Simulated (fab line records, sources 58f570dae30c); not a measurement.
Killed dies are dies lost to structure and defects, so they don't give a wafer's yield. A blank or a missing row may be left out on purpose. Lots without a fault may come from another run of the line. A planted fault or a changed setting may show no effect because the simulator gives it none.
Which tool did it? | flow berkeley_cmos170 | 15 lots, 45 wafers sampled, at 5 steps of a route of 331

WHAT THE GAUGES READ, wafer by wafer
UCB170_PFIELD_TW_MEAS_09. Usual: PFIELD_TW 602, standard deviation 3.9.
lot  | measured    | on            | PFIELD_TW   | flag
L843 | day 4 18:26 | film_metro-02 | 605 603 604 |
L845 | day 4 18:58 | film_metro-01 | 604 606 604 |
L844 | day 4 19:08 | film_metro-04 | 596 601 596 |
L848 | day 5 06:34 | film_metro-04 | 595 598 599 |
L847 | day 5 14:16 | film_metro-04 | 599 600 598 |
L850 | day 6 00:10 | film_metro-04 | 601 600 599 |
L851 | day 6 00:39 | film_metro-02 | 608 607 608 |
L853 | day 6 12:04 | film_metro-02 | 606 605 608 |
L855 | day 7 00:49 | film_metro-01 | 607 601 600 |
L856 | day 7 11:49 | film_metro-01 | 605 602 599 |
L859 | day 7 19:07 | film_metro-01 | 601 604 602 |
L860 | day 7 19:34 | film_metro-01 | 602 601 601 |
L862 | day 8 12:46 | film_metro-01 | 604 602 605 |
L861 | day 8 13:01 | film_metro-04 | 598 598 598 |
L864 | day 8 23:47 | film_metro-04 | 597 598 599 |

UCB170_PVT_OVL_MEAS_06. Usual: PVT_OVL 1 nm, standard deviation 7.3.
lot  | measured     | on         | PVT_OVL (nm) | flag
L843 | day 5 18:43  | overlay-02 | -11 -9 -7    |
L845 | day 5 18:56  | overlay-01 | 1 8 12       |
L844 | day 5 18:26  | overlay-02 | 3 0 4        |
L848 | day 6 09:44  | overlay-02 | 2 -13 3      |
L847 | day 6 19:26  | overlay-02 | 9 5 11       |
L850 | day 7 05:23  | overlay-01 | -1 8 4       |
L851 | day 7 05:39  | overlay-01 | 1 -11 -3     |
L853 | day 7 21:44  | overlay-01 | -7 1 -4      |
L855 | day 8 09:34  | overlay-02 | 12 8 0       |
L856 | day 8 19:55  | overlay-02 | -10 10 12    |
L859 | day 9 04:00  | overlay-01 | 4 6 -3       |
L860 | day 9 04:06  | overlay-01 | 7 8 9        |
L862 | day 9 18:38  | overlay-02 | -1 1 1       |
L861 | day 9 18:21  | overlay-01 | -3 10 7      |
L864 | day 10 04:19 | overlay-02 | -10 0 -8     |

UCB170_GATE_THK_MEAS_05. Usual: GATE_POLY_THK 214.8 nm, standard deviation 2.4.
lot  | measured     | on            | GATE_POLY_THK (nm) | flag
L843 | day 6 03:46  | film_metro-02 | 213.3 213.4 214.1  |
L845 | day 6 03:46  | film_metro-04 | 214.2 215.5 213.5  |
L844 | day 6 03:45  | film_metro-03 | 215.0 216.0 215.6  |
L848 | day 7 04:08  | film_metro-03 | 212.7 213.3 213.3  |
L847 | day 7 09:53  | film_metro-03 | 214.4 215.6 214.0  |
L850 | day 7 19:21  | film_metro-04 | 218.2 217.5 216.1  |
L851 | day 7 19:23  | film_metro-02 | 211.0 207.3 210.4  |
L853 | day 8 09:37  | film_metro-03 | 210.1 211.3 211.1  |
L855 | day 8 19:05  | film_metro-04 | 215.8 213.8 213.6  |
L856 | day 9 06:32  | film_metro-04 | 216.5 215.4 215.9  |
L859 | day 9 14:10  | film_metro-03 | 214.6 216.9 214.6  |
L860 | day 9 14:10  | film_metro-04 | 218.7 220.1 219.7  |
L862 | day 10 03:01 | film_metro-02 | 213.9 215.5 215.1  |
L861 | day 10 02:59 | film_metro-03 | 215.9 213.3 213.8  |
L864 | day 10 13:56 | film_metro-03 | 214.4 215.6 213.3  |

UCB170_PLDD_CD_MEAS_06: target cd 1200 nm. Usual: cd_nm 1199.7 nm, standard deviation 1.3.
lot  | measured     | on        | cd_nm (nm)           | flag
L843 | day 6 09:28  | cd_sem-01 | 1199.1 1201.4 1199.9 |
L845 | day 6 09:39  | cd_sem-01 | 1197.9 1199.1 1198.9 |
L844 | day 6 09:20  | cd_sem-01 | 1198.9 1201.6 1201.2 |
L848 | day 7 07:10  | cd_sem-02 | 1197.2 1197.5 1197.5 |
L847 | day 7 12:57  | cd_sem-01 | 1197.3 1197.9 1199.2 |
L850 | day 7 22:44  | cd_sem-02 | 1199.3 1198.5 1198.3 |
L851 | day 7 23:07  | cd_sem-01 | 1197.9 1200.0 1199.1 |
L853 | day 8 13:33  | cd_sem-01 | 1201.2 1199.6 1201.3 |
L855 | day 8 21:46  | cd_sem-02 | 1200.8 1200.9 1201.1 |
L856 | day 9 12:44  | cd_sem-01 | 1200.0 1199.9 1201.0 |
L859 | day 9 17:20  | cd_sem-01 | 1217.7 1218.4 1217.5 | OFF
L860 | day 9 17:40  | cd_sem-01 | 1219.8 1218.4 1218.0 | OFF
L862 | day 10 07:24 | cd_sem-01 | 1214.3 1213.3 1214.1 | OFF
L861 | day 10 07:14 | cd_sem-01 | 1198.9 1199.7 1199.2 |
L864 | day 10 16:50 | cd_sem-01 | 1199.6 1200.6 1199.5 |

WHICH TOOL RAN EACH LOT (tool, then ch and the chambers of the sampled wafers, then the start)
lot  | UCB170_PLDD_EXPOSE_03
L843 | krf_scanner-02 ch 0, day 6 09:04
L845 | krf_scanner-02 ch 0, day 6 09:13
L844 | krf_scanner-02 ch 0, day 6 08:56
L848 | krf_scanner-02 ch 0, day 7 06:46
L847 | krf_scanner-01 ch 0, day 7 12:19
L850 | krf_scanner-01 ch 0, day 7 22:06
L851 | krf_scanner-02 ch 0, day 7 22:44
L853 | krf_scanner-01 ch 0, day 8 12:53
L855 | krf_scanner-02 ch 0, day 8 21:22
L856 | krf_scanner-02 ch 0, day 9 12:06
L859 | krf_scanner-02 ch 0, day 9 16:30
L860 | krf_scanner-02 ch 0, day 9 16:54
L862 | krf_scanner-02 ch 0, day 10 06:47
L861 | krf_scanner-01 ch 0, day 10 06:31
L864 | krf_scanner-01 ch 0, day 10 16:27
- UCB170_PLDD_EXPOSE_03: exposes mask PSELECT, target cd 1200 nm.

WHAT THE TOOLS THEMSELVES READ (means of the sampled wafers that have a number; where no wafer has one, the mark that the record gives instead)
UCB170_PLDD_EXPOSE_03. Usual: exposure_dose_mJ_cm2 29.983, standard deviation 0.028.
lot  | tool           | exposure_dose_mJ_cm2 | flag
L843 | krf_scanner-02 | 29.982               |
L845 | krf_scanner-02 | 29.960               |
L844 | krf_scanner-02 | 29.992               |
L848 | krf_scanner-02 | 29.994               |
L847 | krf_scanner-01 | 29.995               |
L850 | krf_scanner-01 | 29.973               |
L851 | krf_scanner-02 | 29.996               |
L853 | krf_scanner-01 | 30.019               |
L855 | krf_scanner-02 | 29.948               |
L856 | krf_scanner-02 | 29.965               |
L859 | krf_scanner-02 | 33.346               | OFF
L860 | krf_scanner-02 | 33.299               | OFF
L862 | krf_scanner-02 | 32.108               | OFF
L861 | krf_scanner-01 | 30.011               |
L864 | krf_scanner-01 | 29.971               |

THE ANSWER, worked out from the rows above alone
Rule: a lot is off if the mean of its wafers that have a number lies more than 3 standard deviations from the usual mean. A lot without any number at a reading at which 4 lots or more have one is off too. The other lots that the step has rows for count as sound. The gauges are gone through in route order, then the tools' own readings, and for those a lot's mean is taken as printed above. The first step at which some lot is off is used, and at that step the reading that is off furthest; a lot without a number counts as furthest.
Off: L859, L860, L862, at UCB170_PLDD_CD_MEAS_06 (cd_nm).
A tool fits if, at a process step before that reading, it ran every lot that is off, and no sound lot after the first of them. The gauges at UCB170_PLDD_CD_MEAS_06 aren't tried: what is off there is off at UCB170_PLDD_EXPOSE_03 too, on other tools, and a gauge's error can't cause that. One fits: krf_scanner-02 at UCB170_PLDD_EXPOSE_03. Its last sound lot is L856 (day 9 12:06), its first lot that is off L859 (day 9 16:30): a fault that began between those two fits.
The tool's own readings at UCB170_PLDD_EXPOSE_03 bear it out: on the lots that are off they differ by more than 5 times the standard deviation of the sound lots' means. exposure_dose_mJ_cm2 reads 32.918 there against 29.984 on the sound lots.

WHAT THE SIMULATOR HAD PUT IN
Process parameter drift: krf_scanner-02, from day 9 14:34 on, at UCB170_PLDD_EXPOSE_03. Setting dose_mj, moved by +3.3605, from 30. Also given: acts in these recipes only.
Lots struck among those shown: L859, L860, L862. The rule above found the same.
